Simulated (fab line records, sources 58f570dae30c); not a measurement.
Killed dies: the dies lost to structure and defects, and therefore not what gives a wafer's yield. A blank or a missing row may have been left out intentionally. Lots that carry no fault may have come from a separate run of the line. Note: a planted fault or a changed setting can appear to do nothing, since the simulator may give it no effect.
Which tool is to blame? | flow berkeleyCmos170 | 42 wafers from 14 lots sampled at 4 of the route's 331 steps

WHAT THE GAUGES SHOWED, per wafer
UCB170_ACTIVE_CD_MEAS_13: the cd target is 1200 nm. Usual: cdNm 1200.0 nm, standard deviation 1.1.
lot  | measured    | on       | cdNm (nm)            | flag
L280 | day 5 08:19 | cdSem-02 | 1197.8 1198.8 1199.8 | 
L285 | day 5 15:47 | cdSem-01 | 1200.4 1200.1 1199.7 | 
L282 | day 5 16:01 | cdSem-01 | 1201.0 1199.7 1200.2 | 
L283 | day 5 16:10 | cdSem-01 | 1200.9 1200.7 1200.3 | 
L284 | day 5 16:31 | cdSem-01 | 1199.0 1198.8 1199.1 | 
L286 | day 5 23:35 | cdSem-01 | 1200.6 1200.3 1200.6 | 
L287 | day 5 23:50 | cdSem-01 | 1200.2 1201.6 1200.5 | 
L288 | day 6 00:03 | cdSem-01 | 1198.9 1200.3 1200.1 | 
L289 | day 6 21:49 | cdSem-02 | 1199.2 1199.3 1199.0 | 
L290 | day 7 05:02 | cdSem-02 | 1199.1 1199.3 1201.6 | 
L297 | day 8 16:43 | cdSem-02 | 1193.8 1192.1 1199.1 | OFF
L298 | day 8 17:37 | cdSem-02 | 1195.1 1193.9 1186.9 | OFF
L301 | day 9 06:18 | cdSem-02 | 1199.9 1198.8 1199.1 | 
L303 | day 9 17:44 | cdSem-02 | 1200.6 1200.3 1201.4 | 

UCB170_PFIELD_OVL_MEAS_06. Usual: for PFIELD_OVL the level is -1 nm and the standard deviation is 4.8.
lot  | measured    | on         | PFIELD_OVL (nm) | flag
L280 | day 5 09:49 | overlay-01 | -5 0 -3         | 
L285 | day 5 18:21 | overlay-02 | 3 -7 -1         | 
L282 | day 5 18:38 | overlay-02 | 3 -6 1          | 
L283 | day 5 18:55 | overlay-02 | 2 -1 5          | 
L284 | day 5 19:11 | overlay-02 | 0 1 2           | 
L286 | day 6 03:57 | overlay-02 | 2 -11 -4        | 
L287 | day 6 04:07 | overlay-02 | 10 5 2          | 
L288 | day 6 04:23 | overlay-02 | -6 6 -1         | 
L289 | day 7 00:07 | overlay-02 | 2 -1 0          | 
L290 | day 7 07:28 | overlay-02 | 4 3 -7          | 
L297 | day 8 19:54 | overlay-02 | -3 -4 -4        | 
L298 | day 8 20:27 | overlay-02 | 1 -9 2          | 
L301 | day 9 09:29 | overlay-02 | 1 -2 2          | 
L303 | day 9 19:56 | overlay-02 | 3 8 2           | 

UCB170_GATE_THK_MEAS_02. Usual: for GATE_OXIDE_THK the level is 6.70 nm and the standard deviation is 0.16.
lot  | measured     | on           | GATE_OXIDE_THK (nm) | flag
L280 | day 7 07:31  | filmMetro-01 | 6.72 6.72 6.68      | 
L285 | day 7 17:10  | filmMetro-01 | 6.94 6.84 6.96      | 
L282 | day 7 17:14  | filmMetro-01 | 6.86 6.79 6.68      | 
L283 | day 7 17:14  | filmMetro-02 | 6.70 6.73 6.73      | 
L284 | day 7 17:11  | filmMetro-02 | 6.78 6.80 6.81      | 
L286 | day 8 06:41  | filmMetro-01 | 6.77 6.74 6.93      | 
L287 | day 8 06:40  | filmMetro-02 | 6.65 6.71 6.65      | 
L288 | day 8 06:40  | filmMetro-04 | 6.74 6.61 6.63      | 
L289 | day 8 23:35  | filmMetro-02 | 6.97 6.92 7.06      | 
L290 | day 8 23:35  | filmMetro-04 | 6.61 6.68 6.71      | 
L297 | day 10 15:34 | filmMetro-01 | 6.64 6.52 6.52      | 
L298 | day 10 21:34 | filmMetro-04 | 6.70 6.66 6.60      | 
L301 | day 11 09:41 | filmMetro-01 | 6.61 6.67 6.55      | 
L303 | day 11 18:01 | filmMetro-02 | 6.68 6.77 6.74      | 

WHAT TOOL EACH LOT RAN ON (gives the tool, then ch and the chambers of the sampled wafers, and finally the start)
lot  | UCB170_ACTIVE_EXPOSE_10
L280 | krfScanner-01 ch 0, day 5 07:56
L285 | krfScanner-01 ch 0, day 5 15:00
L282 | krfScanner-01 ch 0, day 5 15:07
L283 | krfScanner-01 ch 0, day 5 15:15
L284 | krfScanner-01 ch 0, day 5 15:36
L286 | krfScanner-01 ch 0, day 5 23:11
L287 | krfScanner-02 ch 0, day 5 23:25
L288 | krfScanner-01 ch 0, day 5 23:39
L289 | krfScanner-02 ch 0, day 6 21:25
L290 | krfScanner-02 ch 0, day 7 04:39
L297 | krfScanner-02 ch 0, day 8 15:20
L298 | krfScanner-02 ch 0, day 8 15:55
L301 | krfScanner-01 ch 0, day 9 04:52
L303 | krfScanner-01 ch 0, day 9 17:20
- UCB170_ACTIVE_EXPOSE_10: exposes mask ACTIVE, target cd 1200 nm.

AS READ BY THE TOOLS THEMSELVES (means over the sampled wafers that have a number; for cases with no such wafer, the mark the record gives instead)
The record holds no such reading with a usual standard deviation.

THE ANSWER, worked out from the rows above alone
Rule: take the mean of a lot's wafers that have a number; if it is more than 3 standard deviations from the usual mean, the lot is off. A lot without any number at a reading at which 4 lots or more have one is off too. Any other lot the step has rows for is counted as sound. Order of review: gauges by route order, followed by the tools' own readings, for which a lot's mean as printed above is used. The first step at which some lot is off is used, and at that step the reading that is off furthest; a lot without a number counts as furthest.
Off at UCB170_ACTIVE_CD_MEAS_13 (cdNm): L297, L298.
A tool fits if, at a process step before that reading, it ran every lot that is off, and no sound lot after the first of them. The gauges at UCB170_ACTIVE_CD_MEAS_13 are tried like those tools. One fits: krfScanner-02 at UCB170_ACTIVE_EXPOSE_10. Its last sound lot is L290 (day 7 04:39), its first lot that is off L297 (day 8 15:20): a fault that began between those two fits.

WHAT HAD BEEN PUT IN BY THE SIMULATOR
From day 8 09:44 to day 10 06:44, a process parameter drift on krfScanner-02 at UCB170_ACTIVE_EXPOSE_10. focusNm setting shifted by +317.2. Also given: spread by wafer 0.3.
Shown lots that were struck: L297, L298. The same result came from the rule above.
